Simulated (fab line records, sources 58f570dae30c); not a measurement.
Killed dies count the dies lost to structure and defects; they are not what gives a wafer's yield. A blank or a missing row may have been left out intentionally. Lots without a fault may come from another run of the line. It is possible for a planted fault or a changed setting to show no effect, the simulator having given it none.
One fault seen from 2 desks    flow berkeley cmos170    what lay behind the numbers comes last; until then each desk has only its own

## FROM THE METROLOGY DESK
What the gauges read for every lot (on any tool): the sampled wafers with a number, averaged. Any lot whose mean is over 4 standard deviations away from the usual mean is out of limits and marked OUT; that distance is given in the brackets.
Columns: A = cd nm at UCB170_M1_CD_MEAS_90, usual 700.4 nm
lot   first seen here  A
L868  day 8 05:07      703.1
L871  day 8 15:11      702.2
L870  day 8 17:44      708.6
L875  day 9 16:11      706.6
L881  day 11 02:17     700.8
L880  day 11 02:33     699.7
L883  day 11 17:25     697.1
L890  day 12 17:53     703.7
L886  day 12 20:12     698.7
L888  day 12 23:08     699.8
L887  day 12 23:14     702.4
L889  day 12 23:25     699.5
L891  day 13 04:08     699.3
This desk's verdict: no lot among the 13 shows anything out of limits.

## DESK OF THE TOOL OWNER: rie metal-01
The tool's own readings at UCB170_M1_METAL_ETCH_12 (etches Al in Cl2/BCl3, stops on PSG, target depth 780 nm, time 130 s): means of the sampled wafers that have a number, for each lot that ran on this tool. Any lot whose mean is over 4 standard deviations away from the usual mean is out of limits and marked OUT; that distance is given in the brackets.
Columns: A = drypump motor current A at UCB170_M1_METAL_ETCH_12, usual 5.85 A; B = oes product au at UCB170_M1_METAL_ETCH_12, usual 0.854 a.u.; C = run length s at UCB170_M1_METAL_ETCH_12, usual 158.6 s; D = throttle valve pct at UCB170_M1_METAL_ETCH_12, usual 24.37 %
lot   first seen here  A     B                 C                D
L868  day 8 04:52      5.98  0.857             158.4            24.60
L871  day 8 14:58      6.07  0.855             158.2            24.63
L870  day 8 17:25      5.92  0.977 (+10) OUT   108.7 (-55) OUT  24.51
L875  day 9 15:57      6.05  0.910 (+4.7) OUT  141.7 (-19) OUT  24.61
L888  day 12 22:52     6.06  0.861             158.2            24.63
This desk's finding: out of limits on L870, L875; first on L870, day 8 17:25 (oes product au at UCB170_M1_METAL_ETCH_12). In limits: L868, L871, L888.

## ALL TOGETHER
On L870, L875, at day 8 17:25, an alarm was possible from the tool owner's desk.
At the metrology desk, nothing out of limits was observed.
The metrology desk holds a record of L870, L875, inside its limits.
Every lot named ran UCB170_M1_METAL_ETCH_12 on rie metal-01.

## WHAT WAS PUT IN BY THE SIMULATOR
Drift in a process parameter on rie metal-01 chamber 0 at UCB170_M1_METAL_ETCH_12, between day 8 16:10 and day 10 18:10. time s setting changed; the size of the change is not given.
Struck lots among those shown: L870, L875.
Time in hours from fault onset to the first out-of-limits reading at each desk: the tool owner's desk, 1.
